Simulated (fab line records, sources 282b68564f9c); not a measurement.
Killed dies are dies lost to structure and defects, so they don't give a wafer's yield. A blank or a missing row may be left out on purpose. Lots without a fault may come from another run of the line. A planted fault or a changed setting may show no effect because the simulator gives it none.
fab line records | flow rit_cmos
record lots=6 wafers=18 last_day=7
route steps=202 shown ACTIVE@2
lots that met no fault: from a run of the same line without faults
start_h: hours from the record's first day to the start of the lot's first wafer shown | wait_h: hours since the lot's step before | " the same as in the row above | L1.1+2: a row that stands for several wafers | - no value, or no start given | * or withheld: withheld | < > ~ a bound
route shown NAME@n: a module of which the file shows steps, and the number in the route of the first | usual: mean/standard deviation of fault-free wafers | same: alike in all rows | chamber/n: place in a boat | sites: the reading at each site | _std_site: their standard deviation | _edge_site: outer sites' mean less inner sites' | radius_mm: how far each site lies from the wafer's centre | mask NAME#n: copy n | behind: the tool/chamber that last shaped the wafer | hold: why the lot was held/for how many hours/how that ended | device: the transistor (n, p or np) that didn't switch | end of line: the same wafers' tests at the end of the route | a step without rows: its recipe alone | killed: dies lost to structure and defects at the first sort, not the wafer's yield | map: a wafer's dies, x killed, . not, _ none there
set.NAME: the setting as run; set.NAME@STEP: as run at that earlier step | model.NAME: the simulator's own value behind a step, which no gauge read
lots at some steps of the route; a table a step, a row a wafer
services: from which hour (start_h, from the record's first day; less than 0 if before it) a tool's chamber was out of use, for how many hours, and why
## steps
# step RIT_ACTIVE_OXIDATION_01
# recipe temp_c=1000 ambient=O2 target_thk_a=468 ox_time_s=3360
# step RIT_ACTIVE_THK_MEAS_02
# recipe reads=SiO2_of_ACTIVE_OXIDATION_01
# usual ACTIVE_OXIDE_THK=46.6/0.87
# columns lot.wafer tool chamber start_h wait_h ACTIVE_OXIDE_THK[nm]
L256.1 film_metro-02 - 42.05 0.0 46.6
L256.2 " - " " 46.7
L256.3 " - " " 46.9
L260.1 film_metro-02 - 63.27 0.0 46.8
L260.2 " - " " 47.0
L260.3 " - " " 46.7
L264.4 film_metro-04 - 84.84 0.0 46.4
L264.5 " - " " 46.4
L264.6 " - " " 46.0
L269.3 film_metro-02 - 107.07 0.0 46.7
L269.5 " - " " 46.3
L269.6 " - " " 46.6
L271.2 film_metro-02 - 117.06 0.0 47.5
L271.4 " - " " 47.3
L271.6 " - " " 47.0
L273.1 film_metro-02 - 127.05 0.0 47.1
L273.3 " - " " 48.2
L273.6 " - " " 47.5
# step RIT_ACTIVE_CVD_03
# recipe material=Si3N4 target_thk_nm=150 temp_c=810 precursor=SiH2Cl2/NH3 time_s=1500 pressure_mtorr=300 sih2cl2_flow_sccm=60 nh3_flow_sccm=150
# step RIT_ACTIVE_THK_MEAS_04
# recipe reads=Si3N4_of_ACTIVE_CVD_03
# usual ACTIVE_NITRIDE_THK=150.3/1.4
# columns lot.wafer tool chamber start_h wait_h ACTIVE_NITRIDE_THK[nm]
L256.1 film_metro-01 - 44.24 0.0 152.5
L256.2 " - " " 150.6
L256.3 " - " " 150.6
L260.1 film_metro-02 - 64.75 0.0 148.6
L260.2 " - " " 149.0
L260.3 " - " " 148.8
L264.4 film_metro-02 - 86.32 0.0 150.3
L264.5 " - " " 150.0
L264.6 " - " " 151.9
L269.3 film_metro-01 - 108.55 0.0 152.6
L269.5 " - " " 152.7
L269.6 " - " " 151.9
L271.2 film_metro-04 - 118.54 0.0 150.5
L271.4 " - " " 150.3
L271.6 " - " " 148.5
L273.1 film_metro-01 - 128.53 0.0 149.2
L273.3 " - " " 149.6
L273.6 " - " " 147.8
# step RIT_ACTIVE_HMDS_05
# recipe prime_time_s=60 prime_temp_c=140
# step RIT_ACTIVE_COAT_06
# recipe resist=NOVOLAK spin_rpm=3250 resist_thk_nm=1000
# step RIT_ACTIVE_SOFTBAKE_07
# recipe resist=NOVOLAK temp_c=90 time_s=60
# step RIT_ACTIVE_EXPOSE_08
# recipe mask_id=M1 na=0.6 source_shape=conventional sigma_outer=0.6 target_cd_nm=1400 dose_mj=225
# step RIT_ACTIVE_PEB_09
# recipe resist=NOVOLAK temp_c=withheld time_s=withheld
# step RIT_ACTIVE_DEVELOP_10
# recipe resist=NOVOLAK develop_time_s=50 dev_temp_c=23
# step RIT_ACTIVE_CD_MEAS_11
# recipe target_cd_nm=1400
# usual cd_nm=1400.0/2.2
# columns lot.wafer tool chamber start_h wait_h cd_nm
L256.1 cd_sem-02 - 45.15 - 1398.7
L256.2 " - " " 1398.7
L256.3 " - " " 1397.8
L260.1 cd_sem-01 - 65.78 - 1403.2
L260.2 " - " " 1401.6
L260.3 " - " " 1405.2
L264.4 cd_sem-01 - 87.38 - 1399.4
L264.5 " - " " 1398.0
L264.6 " - " " 1401.0
L269.3 cd_sem-02 - 109.60 - 1398.0
L269.5 " - " " 1400.5
L269.6 " - " " 1397.8
L271.2 cd_sem-02 - 119.46 - 1394.0
L271.4 " - " " 1397.1
L271.6 " - " " 1397.2
L273.1 cd_sem-01 - 129.44 - 1400.9
L273.3 " - " " 1398.9
L273.6 " - " " 1400.9
# step RIT_ACTIVE_HARDBAKE_12
# recipe resist=NOVOLAK temp_c=140 time_s=60
# step RIT_ACTIVE_ETCH_13
# recipe stop_on=SiO2 chemistry=SF6 target=Si3N4 time_s=210 over_etch_frac=0.4 SF6_flow_sccm=200 pressure_mtorr=260 rf_w=125 target_depth_a=2100
# usual drypump_motor_current_A=5.8/0.43 oes_product_au=0.823/0.015 rf_fwd_power_W=124.6/0.42 throttle_valve_pct=7.53/0.082
# same over_etch_frac=0.4
# columns lot.wafer tool chamber start_h wait_h drypump_motor_current_A oes_product_au rf_fwd_power_W rf_hours_counter_h throttle_valve_pct model.NOVOLAK_of_ACTIVE_COAT_06.thk_nm model.SiO2_of_ACTIVE_OXIDATION_01.thk_nm model.ACTIVE.feature_depth_nm
L256.1 rie_diel-02 1 45.42 0.1 6.3 0.829 124.3 159 7.33 666.4 46.65 152.4
L256.2 " 2 " " 5.3 0.827 124.9 118 7.50 655.2 45.05 152.4
L256.3 " 0 " " 5.1 0.833 124.9 77 7.57 651.5 46.11 151.2
L260.1 rie_diel-02 0 66.05 0.1 5.2 0.840 124.9 78 7.60 652.9 46.02 149.2
L260.2 " 3 " " 5.0 0.836 124.1 5 7.50 662.4 47.02 149
L260.3 " 2 " " 5.2 0.823 124.3 118 7.50 550.4 0 195.4
L264.4 rie_diel-02 2 87.59 0.1 5.3 0.821 124.1 119 7.51 551.2 0 196.6
L264.5 " 0 " " 5.1 0.843 124.6 - 7.59 654 45.62 150.7
L264.6 " 1 " " 6.2 0.826 125.0 - 7.33 676.1 46.02 151.9
L269.3 rie_diel-04 2 109.83 0.1 6.4 0.845 125.2 134 7.46 658.3 46.7 152.5
L269.5 " 1 " " 5.7 0.822 123.9 - 7.64 653.4 46.25 152.7
L269.6 " 2 " " 6.4 0.836 124.9 - 7.45 659.7 46.6 151.9
L271.2 rie_diel-03 0 119.71 0.1 6.2 0.794 124.6 155 7.61 656.8 45.93 152
L271.4 " 2 " " 5.6 0.821 124.9 129 7.53 660.7 47.34 150.3
L271.6 " 2 " " 5.6 0.814 124.4 - 7.52 659.6 47 148.5
L273.1 rie_diel-04 3 129.71 0.1 5.5 0.807 124.1 2 7.55 658.4 47.06 149.1
L273.3 " 2 " " 6.4 0.821 124.3 135 7.46 661 48.21 149.6
L273.6 " 0 " " 6.3 0.825 124.6 - 7.59 653.7 46.94 148.2
# step RIT_ACTIVE_STRIP_14
# recipe chemistry=O2 time_s=180 resist=NOVOLAK platen_temp_c=withheld power_w=500 pressure_mtorr=4000 o2_flow_sccm=4000
# usual drypump_motor_current_A=5.43/0.27
# columns lot.wafer tool chamber start_h wait_h drypump_motor_current_A rf_hours_counter_h
L256.1 plasma_asher-01 0 45.55 0.1 5.30 40
L256.2 " 1 " " 5.24 40
L256.3 " 1 " " 5.23 -
L260.1 plasma_asher-01 1 66.18 0.1 5.27 42
L260.2 " 0 " " 5.35 42
L260.3 " 0 " " 5.33 -
L264.4 plasma_asher-04 1 87.78 0.1 5.20 -
L264.5 " 0 " " 5.95 -
L264.6 " 1 " " 5.20 -
L269.3 plasma_asher-04 0 110.03 0.1 5.95 -
L269.5 " 1 " " 5.21 -
L269.6 " 0 " " 5.92 -
L271.2 plasma_asher-01 1 119.84 0.1 5.27 0
L271.4 " 0 " " 5.35 -
L271.6 " 1 " " 5.31 -
L273.1 plasma_asher-04 0 129.84 0.1 5.93 48
L273.3 " 1 " " 5.22 -
L273.6 " 0 " " 5.95 -
## services
# columns tool chamber start_h hours kind
rie_diel-04 3 30.85 - clean
rie_diel-04 3 30.85 17.5 scheduled_down
rie_diel-04 3 30.85 17.5 vent_cycle
plasma_asher-01 - 31.89 11.1 repair
rie_diel-04 1 66.01 - clean
rie_diel-04 1 66.01 15.0 scheduled_down
rie_diel-04 1 66.01 15.0 vent_cycle
rie_diel-02 1 93.04 - clean
rie_diel-02 1 93.04 23.1 scheduled_down
rie_diel-02 1 93.04 23.1 vent_cycle
rie_diel-02 3 94.80 23.1 repair
rie_diel-03 - 95.47 0.4 repair
rie_diel-04 0 104.39 7.0 repair
rie_diel-02 - 106.12 14.6 pm
plasma_asher-01 - 108.75 9.0 pm
plasma_asher-01 0 108.75 9.0 vent_cycle
plasma_asher-01 1 108.75 9.0 vent_cycle
plasma_asher-04 - 116.28 1.5 repair
plasma_asher-01 0 117.75 - clean
plasma_asher-01 1 117.75 - clean
rie_diel-03 0 123.72 - clean
rie_diel-03 0 123.72 12.9 scheduled_down
rie_diel-03 0 123.72 12.9 vent_cycle
## key
first_sign none at tools or gauges
model_effect step=RIT_ACTIVE_ETCH_13 value=NOVOLAK_of_ACTIVE_COAT_06.thk_nm without=656.3 struck=550.8
met_at RIT_ACTIVE_ETCH_13
struck_wafers L260.3,L264.4
later_rows_left_out L260.3,L264.4
sort_left_out L260.3,L264.4
tester_left_out L260,L264
onset_between 45.42 66.05
fault kind=process_parameter_drift tool=rie_diel-02 chamber=2 onset_h=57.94 steps=RIT_ACTIVE_ETCH_13 channel=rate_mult offset=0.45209 shape=step end_h=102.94
# tester_left_out: of these lots the tester's yield and bins aren't shown, on N5 and GAA mostly nor the transistor test; their killed dies are dies lost to structure and defects alone, not to doping, threshold or leakage, so they don't give the yield
# sort_left_out: the simulated sort isn't trusted on such a fault, so these wafers' sort isn't shown, and their yield isn't known
# later_rows_left_out: the simulator's readings of these wafers behind a module that went badly wrong aren't trusted and aren't shown, but for the sort
